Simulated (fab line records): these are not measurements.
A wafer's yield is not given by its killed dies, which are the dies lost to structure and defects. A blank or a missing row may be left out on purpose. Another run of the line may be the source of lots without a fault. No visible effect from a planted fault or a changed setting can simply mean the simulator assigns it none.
Which of the tools did it?    flow berkeley cmos170    45 wafers from 15 lots sampled at 4 of the route's 331 steps

== WHAT THE GAUGES SHOWED, per wafer ==
UCB170_START_THK_MEAS_03. Usual: START_OXIDE_THK typically reads 22.2 nm, with standard deviation 0.4.
lot   measured     on             START_OXIDE_THK (nm)  flag
L402  day 1 21:54  film metro-02  21.9 21.4 21.8        
L403  day 1 21:54  film metro-01  22.8 22.9 22.8        
L404  day 2 04:47  film metro-02  22.3 22.4 22.3        
L406  day 2 12:41  film metro-04  22.9 23.0 22.9        
L408  day 2 22:43  film metro-04  21.7 21.7 21.7        
L409  day 3 07:10  film metro-02  22.5 22.3 22.4        
L412  day 4 00:53  film metro-02  22.2 22.1 22.0        
L417  day 4 23:44  film metro-02  21.3 21.8 21.3        
L418  day 5 05:13  film metro-01  22.3 22.4 22.4        
L419  day 5 10:49  film metro-04  21.7 21.9 21.8        
L420  day 5 10:49  film metro-01  22.1 22.0 21.7        
L421  day 5 21:46  film metro-01  22.2 21.8 22.5        
L422  day 5 21:46  film metro-02  22.1 22.0 22.1        
L423  day 6 03:32  film metro-01  21.8 21.7 21.7        
L424  day 6 12:16  film metro-04  21.9 22.0 22.1        

UCB170_PWELL_OVL_MEAS_13. Usual: PWELL_OVL typically reads 0 nm, with standard deviation 6.2.
lot   measured     on          PWELL_OVL (nm)  flag
L402  day 3 18:49  overlay-02  -3 5 -9         
L403  day 3 18:44  overlay-01  10 14 1         
L404  day 4 02:59  overlay-01  -11 -10 -7      
L406  day 4 09:11  overlay-02  3 1 4           
L408  day 4 15:56  overlay-01  -10 2 -3        
L409  day 5 03:59  overlay-02  1 -4 -6         
L412  day 5 19:37  overlay-02  -9 -3 -5        
L417  day 6 19:09  overlay-01  - - -           OFF
L418  day 7 09:32  overlay-02  - - -           OFF
L419  day 7 10:31  overlay-02  -2 -3 -5        
L420  day 7 10:14  overlay-02  - - -           OFF
L421  day 7 17:11  overlay-02  -2 -4 2         
L422  day 7 17:01  overlay-01  2 -8 0          
L423  day 7 21:10  overlay-02  3 9 8           
L424  day 8 13:56  overlay-02  9 10 2          

UCB170_PWELL_TW_MEAS_17. Usual: PWELL_TW typically reads 378.3, with standard deviation 2.9.
lot   measured     on             PWELL_TW           flag
L402  day 3 19:13  film metro-01  376.2 374.7 373.3  
L403  day 3 19:07  film metro-03  380.7 378.5 379.7  
L404  day 4 03:23  film metro-01  376.6 374.5 373.8  
L406  day 4 09:34  film metro-03  379.2 377.9 380.5  
L408  day 4 16:19  film metro-03  378.4 380.8 380.6  
L409  day 5 04:23  film metro-01  375.8 377.1 372.7  
L412  day 5 20:00  film metro-04  380.2 384.1 385.7  
L417  day 6 19:32  film metro-01  376.4 374.9 377.9  
L418  day 7 09:59  film metro-01  374.5 375.9 376.9  
L419  day 7 10:53  film metro-03  377.6 376.5 378.7  
L420  day 7 10:37  film metro-03  377.8 380.2 379.0  
L421  day 7 17:34  film metro-03  377.4 377.3 378.9  
L422  day 7 17:24  film metro-03  379.7 380.0 380.0  
L423  day 7 21:34  film metro-04  381.2 384.3 381.8  
L424  day 8 14:20  film metro-03  381.4 380.3 378.1  

== TOOL THAT RAN EACH LOT (tool first, then ch and the chambers of the sampled wafers, then the start) ==
lot   UCB170_PWELL_EXPOSE_10
L402  krf scanner-02 ch 0, day 3 18:16
L403  krf scanner-01 ch 0, day 3 18:01
L404  krf scanner-02 ch 0, day 4 02:14
L406  krf scanner-01 ch 0, day 4 08:28
L408  krf scanner-01 ch 0, day 4 15:22
L409  krf scanner-02 ch 0, day 5 03:37
L412  krf scanner-02 ch 0, day 5 19:05
L417  krf scanner-02, day 6 18:46
L418  krf scanner-02, day 7 08:37
L419  krf scanner-02 ch 0, day 7 09:16
L420  krf scanner-02, day 7 09:09
L421  krf scanner-02 ch 0, day 7 16:19
L422  krf scanner-02 ch 0, day 7 15:44
L423  krf scanner-02 ch 0, day 7 20:42
L424  krf scanner-01 ch 0, day 8 13:04
- UCB170_PWELL_EXPOSE_10: exposes mask PWELL, target cd 3000 nm.

== WHAT THE TOOLS THEMSELVES READ (means of the sampled wafers that have a number; where no wafer has one, the mark that the record gives instead) ==
UCB170_PWELL_EXPOSE_10. Usual: exposure dose mJ cm2 19.001, standard deviation 0.018; focus offset nm 0.1 nm, standard deviation 0.51.
lot   tool            exposure dose mJ cm2  focus offset nm (nm)  flag
L402  krf scanner-02  18.986                0.1                   
L403  krf scanner-01  19.022                -0.1                  
L404  krf scanner-02  19.021                -0.1                  
L406  krf scanner-01  19.007                0.2                   
L408  krf scanner-01  19.013                -0.2                  
L409  krf scanner-02  19.009                -0.1                  
L412  krf scanner-02  18.983                -0.2                  
L417  krf scanner-02  -                     -                     OFF
L418  krf scanner-02  -                     -                     OFF
L419  krf scanner-02  18.994                -0.4                  
L420  krf scanner-02  -                     -                     OFF
L421  krf scanner-02  19.003                0.0                   
L422  krf scanner-02  19.004                -0.3                  
L423  krf scanner-02  19.008                -0.1                  
L424  krf scanner-01  18.984                -0.4                  

== THE ANSWER, worked out from the rows above alone ==
Rule: a lot is off if the mean of its wafers that have a number lies more than 3 standard deviations from the usual mean. A lot without any number at a reading at which 4 lots or more have one is off too. All remaining lots with rows at the step are treated as sound. Order of review: gauges by route order, followed by the tools' own readings, for which a lot's mean as printed above is used. At the first step where some lot is off, the reading lying furthest off is the one used; lots without a number count as furthest.
Off: L417, L418, L420, seen at UCB170_PWELL_OVL_MEAS_13 (PWELL_OVL). Without a number there: L417, L418, L420.
A tool fits if, at a process step before that reading, it ran every lot that is off, and no sound lot after the first of them. Not tried: the gauges at UCB170_PWELL_OVL_MEAS_13; whatever is off there is also off at UCB170_PWELL_EXPOSE_10, on other tools, and gauge error can't account for it. Of those tried, none fits.

== WHAT HAD BEEN PUT IN BY THE SIMULATOR ==
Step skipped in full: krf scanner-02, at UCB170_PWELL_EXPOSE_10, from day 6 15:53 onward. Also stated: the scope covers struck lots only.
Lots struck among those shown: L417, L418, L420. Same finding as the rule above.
